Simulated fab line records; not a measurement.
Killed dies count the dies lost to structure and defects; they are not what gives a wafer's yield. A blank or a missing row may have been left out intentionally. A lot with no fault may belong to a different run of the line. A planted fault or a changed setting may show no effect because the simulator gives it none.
Which of the tools did it? -- flow berkeley cmos170 -- 45 wafers from 15 lots sampled at 4 of the route's 331 steps

## WHAT THE GAUGES READ, wafer by wafer
UCB170_PWELL_THK_MEAS_03.
lot,measured,on,PWELL_OXIDE_THK (nm)
L952,day 3 05:12,film metro-02,27.0 26.8 26.9
L956,day 4 00:49,film metro-04,26.6 26.0 26.4
L957,day 4 00:51,film metro-01,26.7 26.5 26.5
L962,day 5 02:26,film metro-04,26.1 27.0 26.4
L965,day 5 21:04,film metro-02,26.1 26.2 26.4
L964,day 5 21:07,film metro-02,26.7 27.0 27.4
L967,day 6 09:01,film metro-01,26.3 25.8 25.8
L968,day 6 09:01,film metro-04,25.7 26.3 26.2
L969,day 6 14:25,film metro-04,27.4 27.2 27.2
L970,day 6 14:25,film metro-02,27.6 27.9 27.5
L971,day 7 03:30,film metro-02,26.1 25.8 25.6
L972,day 7 12:02,film metro-01,26.3 26.6 26.4
L973,day 7 12:02,film metro-02,26.4 26.2 26.1
L974,day 7 12:02,film metro-04,25.8 26.3 26.1
L975,day 7 20:11,film metro-01,26.2 27.0 26.9

UCB170_WELLDRIVE_THK_MEAS_02.
lot,measured,on,WELLDRIVE_OXIDE_THK (nm)
L952,day 4 06:52,film metro-02,197 204 201
L956,day 5 01:05,film metro-03,200 199 197
L957,day 5 01:07,film metro-02,202 205 203
L962,day 6 01:49,film metro-02,201 196 201
L965,day 6 23:28,film metro-04,201 202 201
L964,day 6 23:27,film metro-02,198 199 203
L967,day 7 13:11,film metro-02,197 194 196
L968,day 7 07:33,film metro-04,195 195 196
L969,day 7 13:11,film metro-04,198 199 201
L970,day 7 13:11,film metro-03,198 200 201
L971,day 8 01:11,film metro-02,194 198 199
L972,day 8 12:52,film metro-03,195 199 200
L973,day 8 12:52,film metro-02,202 201 203
L974,day 8 12:52,film metro-04,203 204 199
L975,day 8 12:56,film metro-03,200 205 206

UCB170_ACTIVE_CD_MEAS_13: the cd target is 1200 nm.
lot,measured,on,cd nm (nm)
L952,day 5 06:38,cd sem-01,1201.3 1200.8 1201.4
L956,day 5 23:41,cd sem-01,1197.6 1200.1 1198.3
L957,day 5 23:57,cd sem-02,1200.3 1200.4 1199.6
L962,day 7 01:04,cd sem-02,1201.0 1201.2 1200.6
L965,day 7 22:51,cd sem-02,1199.8 1201.1 1200.0
L964,day 7 22:34,cd sem-01,1202.3 1202.1 1200.0
L967,day 8 04:06,cd sem-01,1197.6 1199.5 1197.8
L968,day 8 04:17,cd sem-02,1196.5 1198.1 1196.2
L969,day 8 04:14,cd sem-01,1198.3 1198.4 1198.0
L970,day 8 03:58,cd sem-02,1199.4 1200.1 1201.0
L971,day 9 01:08,cd sem-01,1198.4 1198.4 1200.3
L972,day 9 09:02,cd sem-02,1199.7 1200.7 1200.3
L973,day 9 09:26,cd sem-02,1197.1 1197.8 1197.6
L974,day 9 08:46,cd sem-01,1200.3 1200.1 1201.4
L975,day 9 09:20,cd sem-02,1200.2 1199.8 1201.6

## WHICH TOOL RAN EACH LOT (tool, then ch and the chambers of the sampled wafers, then the start)
lot,UCB170_PWELL_WET_ETCH_20
L952,"wet bench-03 ch 3, day 3 23:14"
L956,"wet bench-03 ch 0, day 4 14:22"
L957,"wet bench-03 ch 1, day 4 14:19"
L962,"wet bench-02 ch 1, day 5 17:27"
L965,"wet bench-01 ch 1, day 6 15:05"
L964,"wet bench-03 ch 0, day 6 15:11"
L967,"wet bench-03 ch 0, day 7 04:07"
L968,"wet bench-01 ch 2, day 7 00:04"
L969,"wet bench-03 ch 3, day 7 04:57"
L970,"wet bench-03 ch 0, day 7 04:32"
L971,"wet bench-03 ch 1, day 7 17:15"
L972,"wet bench-02 ch 2, day 8 05:23"
L973,"wet bench-02 ch 0, day 8 05:23"
L974,"wet bench-02 ch 2, day 8 05:23"
L975,"wet bench-03 ch 2, day 8 08:42"
- UCB170_PWELL_WET_ETCH_20: etches SiO2 in BOE, time 22 s.

## AS READ BY THE TOOLS THEMSELVES (means over the sampled wafers that have a number; for cases with no such wafer, the mark the record gives instead)
UCB170_PWELL_WET_ETCH_20.
lot,tool,bath heat duty pct (%),run length s (s)
L952,wet bench-03,5.6,48.9
L956,wet bench-03,6.2,49.2
L957,wet bench-03,5.5,47.7
L962,wet bench-02,8.0,48.7
L965,wet bench-01,6.1,48.7
L964,wet bench-03,6.2,48.5
L967,wet bench-03,-,-
L968,wet bench-01,-,-
L969,wet bench-03,5.6,48.2
L970,wet bench-03,-,-
L971,wet bench-03,5.7,53.2
L972,wet bench-02,6.7,50.7
L973,wet bench-02,5.4,49.4
L974,wet bench-02,6.8,49.8
L975,wet bench-03,6.3,48.8

## THE ANSWER, worked out from the rows above alone
Rule: what is usual is taken from the lots themselves. The widest of any qualifying gaps counts: lots, ordered by their means at a reading, are off when they make up no more than a third of the lots, leave a main group of 4 or more, and stand apart from it by 3 or more times the standard deviation of that group's means. The tables above print the reading to a certain number of digits; a main group whose means all agree to those digits is not used. Also off: a lot with no number at a reading for which 4 or more lots have one. The other lots that the step has rows for count as sound. First the gauges in route order, then the tools' own readings, where a lot's mean is used as printed above. At the first step where some lot is off, the reading lying furthest off is the one used; lots without a number count as furthest.
Off: L967, L968, L970, at UCB170_PWELL_WET_ETCH_20 (bath heat duty pct). Without a number there: L967, L968, L970. Main group: mean 6.2 %, sd 0.7.
If a tool, at that step or one of the process steps before it, ran each lot that is off and ran no sound lot following the first of them, it fits. None of those tried fits.

## WHAT THE SIMULATOR PUT IN
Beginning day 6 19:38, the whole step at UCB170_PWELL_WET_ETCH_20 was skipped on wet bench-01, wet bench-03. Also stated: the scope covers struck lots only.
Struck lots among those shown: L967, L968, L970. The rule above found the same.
